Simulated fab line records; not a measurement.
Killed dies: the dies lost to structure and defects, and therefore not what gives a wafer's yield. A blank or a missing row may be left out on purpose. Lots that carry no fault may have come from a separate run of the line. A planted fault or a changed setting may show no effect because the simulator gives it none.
A lot that was struck, set against a sound lot || flow rit_cmos || 18 out of 202 route steps
Sound: these wafers, L807.2, L807.5, L807.6. Wafers L809.1, L809.2, L809.6 were the ones struck. The cause is named last.
For every step that has rows: the tool of each side, followed by ch and its chambers, followed by its first start. Under that, the readings that differ: sound wafers || struck wafers || difference of the means || sigmas: that difference in standard deviations of wafers without a fault.
alike: readings with means less than 2 such deviations apart, plus words and numbers identical on both sides. not compared: withheld readings, readings lacking a value on some wafer, bounds such as >300 that could conceal the same value, and numbers that have no deviation in the record and whose values overlap.
Wherever a step has rows on one side only, a row that says differs or no value, or a row with sigmas, the two part there. Numbers that don't overlap but have no deviation are shown without sigmas and don't part them. A reading missing from all wafers of one side parts the sides only when that side holds two or more wafers.

RIT_GATE_OVL_MEAS_17:
  struck on overlay-01, day 3 06:53; sound on overlay-02, day 2 19:34
  alike: GATE_OVL
then, 1 step without rows for these wafers: RIT_GATE_HARDBAKE_18 (time 60 s).
RIT_GATE_ETCH_19: etches poly-Si in SF6/CHF3/O2, stops on SiO2, time 165 s, target depth 312.5 nm.
  sound on rie_si-02 ch 2,3, day 2 19:44; struck on rie_si-02 ch 1,3, day 3 07:04
  alike: SF6_flow_sccm, drypump_motor_current_A, oes_product_au, throttle_valve_pct
  not compared: rf_hours_counter_h
RIT_GATE_STRIP_20: strips in O2, time 180 s.
  sound on plasma_asher-01 ch 0,1, day 2 19:51; struck on plasma_asher-03 ch 0,1, day 3 07:11
  alike: drypump_motor_current_A
  not compared: rf_hours_counter_h
RIT_GATE_CD_MEAS_90 targets a cd of 150 nm.
  struck on cd_sem-02, day 3 07:22; sound on cd_sem-02, day 2 20:02
  alike: cd_nm
then, 4 steps without rows for these wafers: RIT_REOX_CLEAN_00 (cleans in SC1, time 600 s); RIT_REOX_CLEAN_01 (cleans in dHF, time 30 s); RIT_REOX_CLEAN_02 (cleans in SC2, time 600 s); RIT_REOX_OXIDATION_03 (target thk 25.2 nm, ox time 5580 s).
RIT_REOX_THK_MEAS_04:
  struck on film_metro-01, day 3 11:43; sound on film_metro-01, day 2 23:04
  alike: REOX_OXIDE_THK
then, 2 steps without rows for these wafers: RIT_NLDD_HMDS_00 (prime time 60 s); RIT_NLDD_COAT_01 (resist thk 1000 nm).
RIT_NLDD_SOFTBAKE_02: time 60 s.
  sound on litho_track-03 ch 0, day 2 23:26; struck on litho_track-03 ch 0, day 3 12:04
{"reading": "heater_power_total_W (W)", "sound": "34.59 34.56 34.60", "struck": "36.65 36.73 36.69", "difference": "+2.11", "sigmas": "+41"}
{"reading": "plate_temp_C (C)", "sound": "90.16 89.98 89.95", "struck": "93.88 94.00 94.11", "difference": "+3.97", "sigmas": "+31"}
{"reading": "model.NOVOLAK_of_NLDD_COAT_01.thk_nm (nm)", "sound": "1001 999.9 996", "struck": "990 990 992.2", "difference": -8, "sigmas": ""}
then, 2 steps without rows for these wafers: RIT_NLDD_EXPOSE_03 (exposes mask M7, target cd 40700 nm); RIT_NLDD_PEB_04.
RIT_NLDD_DEVELOP_05: develop time 50 s.
  sound: litho_track-04 ch 0; struck: litho_track-03 ch 0
{"reading": "model.NOVOLAK_of_NLDD_COAT_01.thk_nm (nm)", "sound": "1001 999.6 995.7", "struck": "989.7 989.6 991.8", "difference": -8.4, "sigmas": ""}
RIT_NLDD_OVL_MEAS_06:
  struck on overlay-02, day 3 12:37; sound on overlay-01, day 2 23:59
  alike: NLDD_OVL
RIT_M1_PROBE_99:
  struck on prober-01, day 4 04:33; sound on prober-02, day 3 15:37
  alike: killed_at_contacts, killed_at_front_end, killed_dies, killed_open, killed_short

## WHERE THEY PART
RIT_NLDD_SOFTBAKE_02 only, going by this record. Later steps at which nothing parts them and some readings are alike: RIT_NLDD_OVL_MEAS_06, RIT_M1_PROBE_99.

WHY: what had been put in by the simulator
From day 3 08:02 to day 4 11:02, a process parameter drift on litho_track-03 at RIT_NLDD_SOFTBAKE_02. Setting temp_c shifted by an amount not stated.
